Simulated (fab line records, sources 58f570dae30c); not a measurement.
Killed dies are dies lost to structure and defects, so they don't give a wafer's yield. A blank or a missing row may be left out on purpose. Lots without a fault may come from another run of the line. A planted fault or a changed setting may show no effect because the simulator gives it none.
A struck lot beside a sound one | flow berkeley_cmos170 | 17 steps out of a route of 331
Sound: wafers L699.1, L699.2, L699.4. Struck: wafers L712.1, L712.4, L712.6. The cause comes at the end.
At each step with rows: each side's tool, then ch and its chambers, then its first start. Under that, the readings that differ: sound wafers | struck wafers | difference of the means | sigmas: that difference in standard deviations of wafers without a fault.
alike: readings whose means differ by less than 2 such deviations, and words and numbers that are the same on both sides. not compared: withheld readings, readings that some wafer has no value for, bounds like >300 that may hide the same value, and numbers for which the record gives no deviation and whose values overlap.
The two part at a step that has a row with sigmas, a row that says differs or no value, or rows on one side only. Numbers that don't overlap but have no deviation are shown without sigmas and don't part them. A reading that every wafer of one side lacks parts them only if that side has two wafers or more.

first, 1 step without rows for these wafers: UCB170_GATE_DEVELOP_11 (develop time 45 s).
UCB170_GATE_CD_MEAS_12: target cd 350 nm.
  sound on cd_sem-02, day 8 07:58; struck on cd_sem-01, day 11 02:55
  alike: cd_nm
UCB170_GATE_OVL_MEAS_13:
  sound on overlay-01, day 8 08:05; struck on overlay-02, day 11 03:02
  alike: GATE_OVL
UCB170_GATE_ETCH_14: etches BARC in N2/H2.
  sound on rie_diel-04 ch 1,2,3, day 8 08:07; struck on rie_diel-02 ch 0,3, day 11 03:04
  alike: drypump_motor_current_A, h2_flow_sccm, oes_product_au, throttle_valve_pct
UCB170_GATE_ETCH_15: etches poly-Si in HBr/Cl2, stops on SiO2, time 56.3 s, target depth 278.2 nm.
  sound on rie_si-02 ch 0,2,3, day 8 08:09; struck on rie_si-01 ch 0,1,3, day 11 03:07
  alike: drypump_motor_current_A, oes_product_au, throttle_valve_pct
  not compared: rf_hours_counter_h
UCB170_GATE_STRIP_16: strips in O2.
  sound on plasma_asher-02 ch 0,1, day 8 08:12; struck on plasma_asher-02 ch 0,1, day 11 03:10
  alike: drypump_motor_current_A, oes_product_au
  not compared: rf_hours_counter_h
UCB170_GATE_CD_MEAS_90: target cd 350 nm.
  sound on cd_sem-01, day 8 08:18; struck on cd_sem-02, day 11 03:16
  alike: cd_nm
then, 5 steps without rows for these wafers: UCB170_GATE_CLEAN_17 (cleans in SPM, time 600 s); UCB170_PLDD_HMDS_00 (prime time 60 s); UCB170_PLDD_COAT_01 (resist thk 900 nm); UCB170_PLDD_SOFTBAKE_02 (time 60 s); UCB170_PLDD_EXPOSE_03 (exposes mask PSELECT, target cd 1200 nm).
UCB170_PLDD_PEB_04:
  sound on litho_track-03 ch 0, day 8 10:30; struck on litho_track-04 ch 0, day 11 05:49
  reading                  | sound             | struck            | difference | sigmas
  heater_power_total_W (W) | 56.86 56.77 56.77 | 57.66 57.75 57.66 | +0.89      | +20
then, 1 step without rows for these wafers: UCB170_PLDD_DEVELOP_05 (develop time 45 s).
UCB170_PLDD_CD_MEAS_06: target cd 1200 nm.
  sound on cd_sem-02, day 8 10:53; struck on cd_sem-02, day 11 06:08
  reading    | sound                | struck               | difference | sigmas
  cd_nm (nm) | 1201.9 1200.9 1201.5 | 1196.0 1196.0 1194.6 | -5.9       | -5
UCB170_PLDD_OVL_MEAS_07:
  sound on overlay-01, day 8 11:00; struck on overlay-01, day 11 06:15
  alike: PLDD_OVL
UCB170_M3_PROBE_99:
  the record has rows for the struck wafers here (prober-02, day 12 19:29) and none for the sound ones

WHERE THEY PART
First at UCB170_PLDD_PEB_04; last, within this record, at UCB170_M3_PROBE_99.

WHY: what the simulator had put in
Process parameter drift: litho_track-04, from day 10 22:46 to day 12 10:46, at UCB170_PLDD_PEB_04. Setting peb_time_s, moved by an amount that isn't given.
